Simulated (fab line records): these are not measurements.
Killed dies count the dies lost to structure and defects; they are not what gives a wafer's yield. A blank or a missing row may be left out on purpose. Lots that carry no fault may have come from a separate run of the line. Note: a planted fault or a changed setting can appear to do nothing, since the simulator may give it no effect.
Which of the tools did it? ; flow rit-cmos ; Sampling: 14 lots, 42 wafers, 3 of 202 route steps

## WHAT THE GAUGES SHOWED, per wafer
RIT_M1_RS_MEAS_01: the measuring method here is four-point-probe. Usual: M1_AL_RS typically reads 0.0733 ohm/sq, with standard deviation 0.00074.
lot;measured;on;M1_AL_RS (ohm/sq);flag
L637;day 3 08:31;film-metro-04;0.0740 0.0738 0.0742;
L638;day 3 16:26;film-metro-04;0.0752 0.0743 0.0751;
L639;day 4 01:46;film-metro-04;0.0737 0.0728 0.0727;
L641;day 4 03:05;film-metro-03;0.0736 0.0731 0.0733;
L643;day 4 19:30;film-metro-04;0.0724 0.0737 0.0730;
L644;day 4 23:13;film-metro-03;0.0745 0.0740 0.0736;
L647;day 5 09:05;film-metro-04;0.0652 0.0727 0.0727;OFF
L650;day 6 01:17;film-metro-04;0.0724 0.0728 0.0654;OFF
L651;day 6 03:47;film-metro-04;0.0714 0.0722 0.0717;
L653;day 6 13:19;film-metro-04;0.0725 0.0732 0.0728;
L654;day 6 21:14;film-metro-03;0.0744 0.0737 0.0744;
L658;day 7 15:08;film-metro-02;0.0732 0.0737 0.0736;
L659;day 7 20:35;film-metro-04;0.0733 0.0742 0.0742;
L660;day 8 00:17;film-metro-03;0.0726 0.0727 0.0733;

RIT_M1_THK_MEAS_02: measures by xrf. Usual: M1_AL_THK typically reads 405 nm, with standard deviation 4.4.
lot;measured;on;M1_AL_THK (nm);flag
L637;day 3 08:38;film-metro-04;402 401 400;
L638;day 3 16:32;film-metro-04;395 401 395;
L639;day 4 01:53;film-metro-04;400 401 403;
L641;day 4 03:11;film-metro-03;404 406 406;
L643;day 4 19:36;film-metro-04;403 398 403;
L644;day 4 23:19;film-metro-03;397 400 405;
L647;day 5 09:11;film-metro-04;457 408 407;OFF
L650;day 6 01:23;film-metro-04;411 408 452;OFF
L651;day 6 03:53;film-metro-04;416 411 415;
L653;day 6 13:26;film-metro-04;411 405 407;
L654;day 6 21:21;film-metro-03;396 404 398;
L658;day 7 15:14;film-metro-02;406 405 404;
L659;day 7 20:42;film-metro-04;406 401 399;
L660;day 8 00:23;film-metro-03;407 407 405;

## WHAT TOOL EACH LOT RAN ON (gives the tool, then ch and the chambers of the sampled wafers, and finally the start)
lot;RIT_M1_SPUTTER_00
L637;pvd-sputter-04, day 3 08:13
L638;pvd-sputter-03, day 3 16:07
L639;pvd-sputter-01, day 4 01:28
L641;pvd-sputter-04, day 4 02:44
L643;pvd-sputter-04, day 4 19:10
L644;pvd-sputter-03, day 4 22:54
L647;pvd-sputter-04, day 5 08:45
L650;pvd-sputter-04, day 6 00:58
L651;pvd-sputter-03, day 6 03:25
L653;pvd-sputter-03, day 6 13:01
L654;pvd-sputter-01, day 6 20:56
L658;pvd-sputter-01, day 7 14:47
L659;pvd-sputter-03, day 7 20:17
L660;pvd-sputter-01, day 7 23:58
- RIT_M1_SPUTTER_00: material Al, target thk 400 nm, time 500 s.

## AS READ BY THE TOOLS THEMSELVES (means over the sampled wafers that have a number; for cases with no such wafer, the mark the record gives instead)
RIT_M1_SPUTTER_00. Usual: 29.8 % for throttle-valve-pct, sd 1.
lot;tool;throttle-valve-pct (%);flag
L637;pvd-sputter-04;30.5;
L638;pvd-sputter-03;29.6;
L639;pvd-sputter-01;29.3;
L641;pvd-sputter-04;30.5;
L643;pvd-sputter-04;30.6;
L644;pvd-sputter-03;29.6;
L647;pvd-sputter-04;31.3;
L650;pvd-sputter-04;31.2;
L651;pvd-sputter-03;29.2;
L653;pvd-sputter-03;29.4;
L654;pvd-sputter-01;29.2;
L658;pvd-sputter-01;29.2;
L659;pvd-sputter-03;29.6;
L660;pvd-sputter-01;29.8;

## THE ANSWER, worked out from the rows above alone
Rule: a lot counts as off when the mean over its wafers that have a number is more than 3 standard deviations away from the usual mean. Also off: a lot with no number at a reading for which 4 or more lots have one. All remaining lots with rows at the step are treated as sound. First the gauges in route order, then the tools' own readings, where a lot's mean is used as printed above. At the first step where some lot is off, the reading lying furthest off is the one used; lots without a number count as furthest.
Off: L647, L650, at RIT_M1_RS_MEAS_01 (M1_AL_RS).
If a tool, at a process step before that reading, ran all the lots that are off and no sound lot after the first of them, it fits. Gauges at RIT_M1_RS_MEAS_01: tried the same way as those tools. One candidate fits, namely pvd-sputter-04 at RIT_M1_SPUTTER_00. A fault onset in the window from L643 (day 4 19:10, its last sound lot) to L647 (day 5 08:45, its first lot off) fits.

## WHAT THE SIMULATOR HAD INSERTED
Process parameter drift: pvd-sputter-04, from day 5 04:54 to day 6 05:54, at RIT_M1_SPUTTER_00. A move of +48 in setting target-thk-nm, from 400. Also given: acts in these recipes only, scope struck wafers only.
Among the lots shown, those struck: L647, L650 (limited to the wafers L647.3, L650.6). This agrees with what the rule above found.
